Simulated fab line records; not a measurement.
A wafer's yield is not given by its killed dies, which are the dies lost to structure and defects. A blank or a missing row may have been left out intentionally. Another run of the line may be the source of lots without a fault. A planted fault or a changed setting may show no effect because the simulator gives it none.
One fault through the eyes of 2 desks + flow berkeley_cmos170 + what lay behind the numbers comes last; until then each desk has only its own

AT THE TOOL OWNER'S DESK: furnace-04
The tool's own readings at UCB170_NWELL_ANNEAL_03 (time 900 s): means of the sampled wafers that have a number, for each lot that ran on this tool. Marked OUT: a lot whose mean sits more than 4 standard deviations from the usual mean, which makes it out of limits; the brackets give that distance.
Columns: A = spike_tc_centre_C at UCB170_NWELL_ANNEAL_03, usual 1003.4 C; B = spike_tc_load_C at UCB170_NWELL_ANNEAL_03, usual 1025.9 C; C = spike_tc_source_C at UCB170_NWELL_ANNEAL_03, usual 1023.4 C; D = zone_power_centre_pct at UCB170_NWELL_ANNEAL_03, usual 46.1 %
| lot  | first seen here | A      | B      | C      | D    |
|------|-----------------|--------|--------|--------|------|
| L917 | day 3 13:40     | 1003.1 | 1026.7 | 1023.7 | 47.7 |
| L918 | day 3 13:40     | 1003.9 | 1026.8 | 1023.1 | 47.4 |
| L926 | day 5 01:47     | 1003.6 | 1025.9 | 1023.4 | 47.3 |
| L930 | day 6 01:49     | 1003.1 | 1026.8 | 1021.9 | 47.6 |
| L931 | day 6 01:49     | 1003.3 | 1026.3 | 1022.6 | 47.3 |
This desk's finding: nothing out of limits on any of the 5 lots.

THE METROLOGY DESK
Means of the sampled wafers that have a number, per lot and without regard to the tool the lot ran on: this is what the gauges read. Marked OUT: a lot whose mean sits more than 4 standard deviations from the usual mean, which makes it out of limits; the brackets give that distance.
Columns: A = NWELL_TW at UCB170_NWELL_TW_MEAS_16, usual 1238; B = ACTIVE_NITRIDE_THK at UCB170_ACTIVE_THK_MEAS_06, usual 219.9 nm
| lot  | first seen here | A    | B     |
|------|-----------------|------|-------|
| L913 | day 3 01:26     | 1214 | 220.0 |
| L916 | day 3 12:59     | 1214 | 220.4 |
| L917 | day 3 18:38     | 1255 | 220.1 |
| L918 | day 3 18:54     | 1215 | 217.0 |
| L922 | day 4 05:59     | 1250 | 220.7 |
| L923 | day 4 15:38     | 1252 | -     |
| L924 | day 4 15:55     | 1222 | -     |
| L926 | day 5 06:47     | 1232 | 217.9 |
| L928 | day 5 13:58     | 1245 | 219.0 |
| L929 | day 5 22:01     | 1241 | 220.2 |
| L930 | day 6 06:29     | 1220 | 222.8 |
| L931 | day 6 06:32     | 1245 | 218.1 |
| L934 | day 6 20:28     | 1250 | 224.4 |
| L936 | day 7 03:28     | 1262 | 220.4 |
This desk's finding: nothing out of limits on any of the 14 lots.

BROUGHT TOGETHER
The desk of the tool owner found nothing out of limits.
Metrology desk: nothing out of limits seen.

WHAT HAD BEEN PUT IN BY THE SIMULATOR
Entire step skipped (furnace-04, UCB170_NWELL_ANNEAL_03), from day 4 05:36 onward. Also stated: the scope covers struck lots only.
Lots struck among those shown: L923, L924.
